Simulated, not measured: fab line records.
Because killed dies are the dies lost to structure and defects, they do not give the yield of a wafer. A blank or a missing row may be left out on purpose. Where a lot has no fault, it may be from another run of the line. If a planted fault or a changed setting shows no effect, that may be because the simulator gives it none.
Which of the tools did it? :: flow berkeley-cmos170 :: 14 lots, 42 wafers sampled, at 6 steps of a route of 331

## WHAT EACH GAUGE READ, for each wafer
UCB170_NLDD_OVL_MEAS_07. Usual: for NLDD_OVL the level is -1 nm and the standard deviation is 5.1.
lot: L328
measured: day 7 18:25
on: overlay-02
NLDD_OVL (nm): 6 -4 -7
flag: 

lot: L329
measured: day 7 18:41
on: overlay-02
NLDD_OVL (nm): -3 -5 -4
flag: 

lot: L332
measured: day 8 06:12
on: overlay-01
NLDD_OVL (nm): -4 -7 -1
flag: 

lot: L334
measured: day 8 06:38
on: overlay-01
NLDD_OVL (nm): 2 13 3
flag: 

lot: L331
measured: day 8 07:17
on: overlay-02
NLDD_OVL (nm): -4 2 0
flag: 

lot: L333
measured: day 8 07:38
on: overlay-02
NLDD_OVL (nm): -12 -6 -4
flag: 

lot: L337
measured: day 8 22:48
on: overlay-02
NLDD_OVL (nm): -1 4 -5
flag: 

lot: L339
measured: day 9 20:04
on: overlay-02
NLDD_OVL (nm): 0 1 3
flag: 

lot: L341
measured: day 9 20:20
on: overlay-01
NLDD_OVL (nm): -4 -5 -3
flag: 

lot: L346
measured: day 10 11:55
on: overlay-02
NLDD_OVL (nm): -3 1 -3
flag: 

lot: L347
measured: day 10 12:05
on: overlay-01
NLDD_OVL (nm): -10 -1 3
flag: 

lot: L348
measured: day 11 02:23
on: overlay-01
NLDD_OVL (nm): -4 -4 -4
flag: 

lot: L350
measured: day 11 16:05
on: overlay-01
NLDD_OVL (nm): 6 9 4
flag: 

lot: L351
measured: day 11 19:07
on: overlay-02
NLDD_OVL (nm): -5 1 -7
flag: 

UCB170_M1_RS_MEAS_01: the measuring method here is four-point-probe. Usual: for M1_AL_RS the level is 0.0484 ohm/sq and the standard deviation is 0.00054.
lot: L328
measured: day 8 10:09
on: film-metro-01
M1_AL_RS (ohm/sq): 0.0484 0.0489 0.0485
flag: 

lot: L329
measured: day 8 12:25
on: film-metro-03
M1_AL_RS (ohm/sq): 0.0497 0.0489 0.0496
flag: 

lot: L332
measured: day 8 22:43
on: film-metro-01
M1_AL_RS (ohm/sq): 0.0482 0.0489 0.0489
flag: 

lot: L334
measured: day 8 23:27
on: film-metro-01
M1_AL_RS (ohm/sq): 0.0476 0.0489 0.0483
flag: 

lot: L331
measured: day 9 02:19
on: film-metro-02
M1_AL_RS (ohm/sq): 0.0475 0.0470 0.0477
flag: 

lot: L333
measured: day 9 01:56
on: film-metro-02
M1_AL_RS (ohm/sq): 0.0487 0.0488 0.0492
flag: 

lot: L337
measured: day 9 19:29
on: film-metro-03
M1_AL_RS (ohm/sq): 0.0483 0.0480 0.0484
flag: 

lot: L339
measured: day 10 14:19
on: film-metro-03
M1_AL_RS (ohm/sq): 0.0436 0.0445 0.0441
flag: OFF

lot: L341
measured: day 10 16:11
on: film-metro-03
M1_AL_RS (ohm/sq): 0.0442 0.0444 0.0447
flag: OFF

lot: L346
measured: day 11 09:56
on: film-metro-02
M1_AL_RS (ohm/sq): 0.0489 0.0487 0.0484
flag: 

lot: L347
measured: day 11 09:26
on: film-metro-02
M1_AL_RS (ohm/sq): 0.0481 0.0493 0.0478
flag: 

lot: L348
measured: day 12 00:42
on: film-metro-03
M1_AL_RS (ohm/sq): 0.0475 0.0480 0.0477
flag: 

lot: L350
measured: day 12 14:11
on: film-metro-02
M1_AL_RS (ohm/sq): 0.0483 0.0479 0.0475
flag: 

lot: L351
measured: day 12 14:35
on: film-metro-02
M1_AL_RS (ohm/sq): 0.0483 0.0487 0.0483
flag: 

UCB170_M1_THK_MEAS_02: measures by xrf. Usual: for M1_AL_THK the level is 605 nm and the standard deviation is 6.8.
lot: L328
measured: day 8 10:16
on: film-metro-01
M1_AL_THK (nm): 603 600 603
flag: 

lot: L329
measured: day 8 12:32
on: film-metro-03
M1_AL_THK (nm): 591 599 590
flag: 

lot: L332
measured: day 8 22:50
on: film-metro-01
M1_AL_THK (nm): 602 597 601
flag: 

lot: L334
measured: day 8 23:34
on: film-metro-01
M1_AL_THK (nm): 613 601 607
flag: 

lot: L331
measured: day 9 02:26
on: film-metro-02
M1_AL_THK (nm): 613 620 611
flag: 

lot: L333
measured: day 9 02:03
on: film-metro-02
M1_AL_THK (nm): 596 599 592
flag: 

lot: L337
measured: day 9 19:36
on: film-metro-03
M1_AL_THK (nm): 610 613 612
flag: 

lot: L339
measured: day 10 14:25
on: film-metro-03
M1_AL_THK (nm): 675 661 666
flag: OFF

lot: L341
measured: day 10 16:18
on: film-metro-03
M1_AL_THK (nm): 666 659 654
flag: OFF

lot: L346
measured: day 11 10:04
on: film-metro-02
M1_AL_THK (nm): 600 603 604
flag: 

lot: L347
measured: day 11 09:32
on: film-metro-02
M1_AL_THK (nm): 611 601 613
flag: 

lot: L348
measured: day 12 00:49
on: film-metro-03
M1_AL_THK (nm): 619 612 616
flag: 

lot: L350
measured: day 12 14:17
on: film-metro-02
M1_AL_THK (nm): 609 608 614
flag: 

lot: L351
measured: day 12 14:42
on: film-metro-02
M1_AL_THK (nm): 603 597 603
flag: 

UCB170_M1_CD_MEAS_90: target cd 700 nm. Usual: cd-nm reads 700.0 nm (standard deviation 2.2).
lot: L328
measured: day 8 11:37
on: cd-sem-01
cd-nm (nm): 702.6 700.1 699.4
flag: 

lot: L329
measured: day 8 15:10
on: cd-sem-01
cd-nm (nm): 698.8 701.6 700.4
flag: 

lot: L332
measured: day 9 01:38
on: cd-sem-02
cd-nm (nm): 699.3 702.0 699.8
flag: 

lot: L334
measured: day 9 02:55
on: cd-sem-01
cd-nm (nm): 699.9 700.8 701.7
flag: 

lot: L331
measured: day 9 04:55
on: cd-sem-02
cd-nm (nm): 701.9 701.5 701.6
flag: 

lot: L333
measured: day 9 04:22
on: cd-sem-02
cd-nm (nm): 701.8 701.7 703.0
flag: 

lot: L337
measured: day 9 22:22
on: cd-sem-02
cd-nm (nm): 699.4 696.2 699.6
flag: 

lot: L339
measured: day 10 16:40
on: cd-sem-01
cd-nm (nm): 700.0 701.0 702.6
flag: 

lot: L341
measured: day 10 17:54
on: cd-sem-01
cd-nm (nm): 700.7 699.2 700.0
flag: 

lot: L346
measured: day 11 13:26
on: cd-sem-02
cd-nm (nm): 698.1 701.4 697.4
flag: 

lot: L347
measured: day 11 13:14
on: cd-sem-01
cd-nm (nm): 700.4 701.7 701.6
flag: 

lot: L348
measured: day 12 04:16
on: cd-sem-02
cd-nm (nm): 705.7 703.4 700.8
flag: 

lot: L350
measured: day 12 16:20
on: cd-sem-01
cd-nm (nm): 694.6 698.8 697.5
flag: 

lot: L351
measured: day 12 17:00
on: cd-sem-01
cd-nm (nm): 698.9 698.8 704.3
flag: 

## WHICH TOOL RAN EACH LOT (tool, then ch and the chambers of the sampled wafers, then the start)
lot: L328
UCB170_PLDD_STRIP_10: plasma-asher-01 ch 0,1, day 7 16:23
UCB170_M1_SPUTTER_00: pvd-sputter-03, day 8 10:05

lot: L329
UCB170_PLDD_STRIP_10: plasma-asher-01 ch 0,1, day 7 16:31
UCB170_M1_SPUTTER_00: pvd-sputter-02, day 8 12:20

lot: L332
UCB170_PLDD_STRIP_10: plasma-asher-02 ch 0,1, day 8 04:27
UCB170_M1_SPUTTER_00: pvd-sputter-02, day 8 22:40

lot: L334
UCB170_PLDD_STRIP_10: plasma-asher-01 ch 0,1, day 8 04:58
UCB170_M1_SPUTTER_00: pvd-sputter-04, day 8 23:23

lot: L331
UCB170_PLDD_STRIP_10: plasma-asher-03 ch 0,1, day 8 05:14
UCB170_M1_SPUTTER_00: pvd-sputter-04, day 9 02:15

lot: L333
UCB170_PLDD_STRIP_10: plasma-asher-01 ch 0,1, day 8 05:31
UCB170_M1_SPUTTER_00: pvd-sputter-03, day 9 01:52

lot: L337
UCB170_PLDD_STRIP_10: plasma-asher-01 ch 0,1, day 8 20:53
UCB170_M1_SPUTTER_00: pvd-sputter-04, day 9 19:25

lot: L339
UCB170_PLDD_STRIP_10: plasma-asher-01 ch 0, day 9 16:53
UCB170_M1_SPUTTER_00: pvd-sputter-03, day 10 14:13

lot: L341
UCB170_PLDD_STRIP_10: plasma-asher-03 ch 0,1, day 9 17:40
UCB170_M1_SPUTTER_00: pvd-sputter-03, day 10 16:06

lot: L346
UCB170_PLDD_STRIP_10: plasma-asher-03 ch 0,1, day 10 09:58
UCB170_M1_SPUTTER_00: pvd-sputter-02, day 11 09:53

lot: L347
UCB170_PLDD_STRIP_10: plasma-asher-02 ch 0, day 10 10:05
UCB170_M1_SPUTTER_00: pvd-sputter-04, day 11 09:21

lot: L348
UCB170_PLDD_STRIP_10: plasma-asher-01 ch 0,1, day 11 01:05
UCB170_M1_SPUTTER_00: pvd-sputter-04, day 12 00:38

lot: L350
UCB170_PLDD_STRIP_10: plasma-asher-03 ch 0,1, day 11 14:16
UCB170_M1_SPUTTER_00: pvd-sputter-02, day 12 14:05

lot: L351
UCB170_PLDD_STRIP_10: plasma-asher-02 ch 1, day 11 16:48
UCB170_M1_SPUTTER_00: pvd-sputter-04, day 12 14:31
- UCB170_PLDD_STRIP_10: strips in O2.
- UCB170_M1_SPUTTER_00: material Al, target thk 600 nm, time 80 s.

## AS READ BY THE TOOLS THEMSELVES (means over the sampled wafers that have a number; for cases with no such wafer, the mark the record gives instead)
UCB170_PLDD_STRIP_10. Usual: drypump-motor-current-A 5.8 A, standard deviation 0.6; o2-flow-sccm 400.1 sccm, standard deviation 1.3; oes-product-au 0.734 a.u., standard deviation 0.0045; strip-time-to-endpoint-s 21.64 s, standard deviation 0.064.
lot: L328
tool: plasma-asher-01
drypump-motor-current-A (A): 5.9
o2-flow-sccm (sccm): 399.7
oes-product-au (a.u.): 0.734
strip-time-to-endpoint-s (s): 21.50
flag: 

lot: L329
tool: plasma-asher-01
drypump-motor-current-A (A): 6.3
o2-flow-sccm (sccm): 400.3
oes-product-au (a.u.): 0.738
strip-time-to-endpoint-s (s): 21.59
flag: 

lot: L332
tool: plasma-asher-02
drypump-motor-current-A (A): 5.9
o2-flow-sccm (sccm): 401.3
oes-product-au (a.u.): 0.726
strip-time-to-endpoint-s (s): 21.73
flag: 

lot: L334
tool: plasma-asher-01
drypump-motor-current-A (A): 5.9
o2-flow-sccm (sccm): 400.6
oes-product-au (a.u.): 0.734
strip-time-to-endpoint-s (s): 21.67
flag: 

lot: L331
tool: plasma-asher-03
drypump-motor-current-A (A): 5.7
o2-flow-sccm (sccm): 400.6
oes-product-au (a.u.): 0.737
strip-time-to-endpoint-s (s): 21.60
flag: 

lot: L333
tool: plasma-asher-01
drypump-motor-current-A (A): 5.9
o2-flow-sccm (sccm): 399.5
oes-product-au (a.u.): 0.733
strip-time-to-endpoint-s (s): 21.58
flag: 

lot: L337
tool: plasma-asher-01
drypump-motor-current-A (A): 6.3
o2-flow-sccm (sccm): 401.0
oes-product-au (a.u.): 0.736
strip-time-to-endpoint-s (s): 21.68
flag: 

lot: L339
tool: plasma-asher-01
drypump-motor-current-A (A): 6.7
o2-flow-sccm (sccm): 399.4
oes-product-au (a.u.): 0.737
strip-time-to-endpoint-s (s): 21.67
flag: 

lot: L341
tool: plasma-asher-03
drypump-motor-current-A (A): 5.8
o2-flow-sccm (sccm): 398.4
oes-product-au (a.u.): 0.730
strip-time-to-endpoint-s (s): 21.67
flag: 

lot: L346
tool: plasma-asher-03
drypump-motor-current-A (A): 5.8
o2-flow-sccm (sccm): 400.2
oes-product-au (a.u.): 0.734
strip-time-to-endpoint-s (s): 21.60
flag: 

lot: L347
tool: plasma-asher-02
drypump-motor-current-A (A): 6.4
o2-flow-sccm (sccm): 399.9
oes-product-au (a.u.): 0.733
strip-time-to-endpoint-s (s): 21.57
flag: 

lot: L348
tool: plasma-asher-01
drypump-motor-current-A (A): 6.3
o2-flow-sccm (sccm): 399.3
oes-product-au (a.u.): 0.737
strip-time-to-endpoint-s (s): 21.68
flag: 

lot: L350
tool: plasma-asher-03
drypump-motor-current-A (A): 5.7
o2-flow-sccm (sccm): 400.4
oes-product-au (a.u.): 0.734
strip-time-to-endpoint-s (s): 21.64
flag: 

lot: L351
tool: plasma-asher-02
drypump-motor-current-A (A): 4.8
o2-flow-sccm (sccm): 400.0
oes-product-au (a.u.): 0.734
strip-time-to-endpoint-s (s): 21.68
flag: 

UCB170_M1_SPUTTER_00. Usual: throttle-valve-pct reads 30.3 % (standard deviation 1.1).
lot: L328
tool: pvd-sputter-03
throttle-valve-pct (%): 29.4
flag: 

lot: L329
tool: pvd-sputter-02
throttle-valve-pct (%): 30.8
flag: 

lot: L332
tool: pvd-sputter-02
throttle-valve-pct (%): 30.8
flag: 

lot: L334
tool: pvd-sputter-04
throttle-valve-pct (%): 30.0
flag: 

lot: L331
tool: pvd-sputter-04
throttle-valve-pct (%): 30.2
flag: 

lot: L333
tool: pvd-sputter-03
throttle-valve-pct (%): 31.9
flag: 

lot: L337
tool: pvd-sputter-04
throttle-valve-pct (%): 29.7
flag: 

lot: L339
tool: pvd-sputter-03
throttle-valve-pct (%): 31.0
flag: 

lot: L341
tool: pvd-sputter-03
throttle-valve-pct (%): 29.4
flag: 

lot: L346
tool: pvd-sputter-02
throttle-valve-pct (%): 30.7
flag: 

lot: L347
tool: pvd-sputter-04
throttle-valve-pct (%): 30.4
flag: 

lot: L348
tool: pvd-sputter-04
throttle-valve-pct (%): 29.8
flag: 

lot: L350
tool: pvd-sputter-02
throttle-valve-pct (%): 30.1
flag: 

lot: L351
tool: pvd-sputter-04
throttle-valve-pct (%): 30.1
flag: 

## THE ANSWER, worked out from the rows above alone
Rule: a lot counts as off when the mean over its wafers that have a number is more than 3 standard deviations away from the usual mean. A lot without any number at a reading at which 4 lots or more have one is off too. Any other lot the step has rows for is counted as sound. After the gauges, taken in route order, come the tools' own readings; for these a lot's mean is taken, as printed above. The first step at which some lot is off is used, and at that step the reading that is off furthest; a lot without a number counts as furthest.
Off: L339, L341, at UCB170_M1_RS_MEAS_01 (M1_AL_RS).
A tool fits if, at a process step before that reading, it ran every lot that is off, and no sound lot after the first of them. Those tools and the gauges at UCB170_M1_RS_MEAS_01 are tried in the same way. One fits: pvd-sputter-03 at UCB170_M1_SPUTTER_00. Its last sound lot is L333 (day 9 01:52), its first lot that is off L339 (day 10 14:13): a fault that began between those two fits.

## WHAT HAD BEEN PUT IN BY THE SIMULATOR
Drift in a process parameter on pvd-sputter-03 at UCB170_M1_SPUTTER_00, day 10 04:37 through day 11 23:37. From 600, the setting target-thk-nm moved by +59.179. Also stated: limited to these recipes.
Struck lots among those shown: L339, L341. The same result came from the rule above.
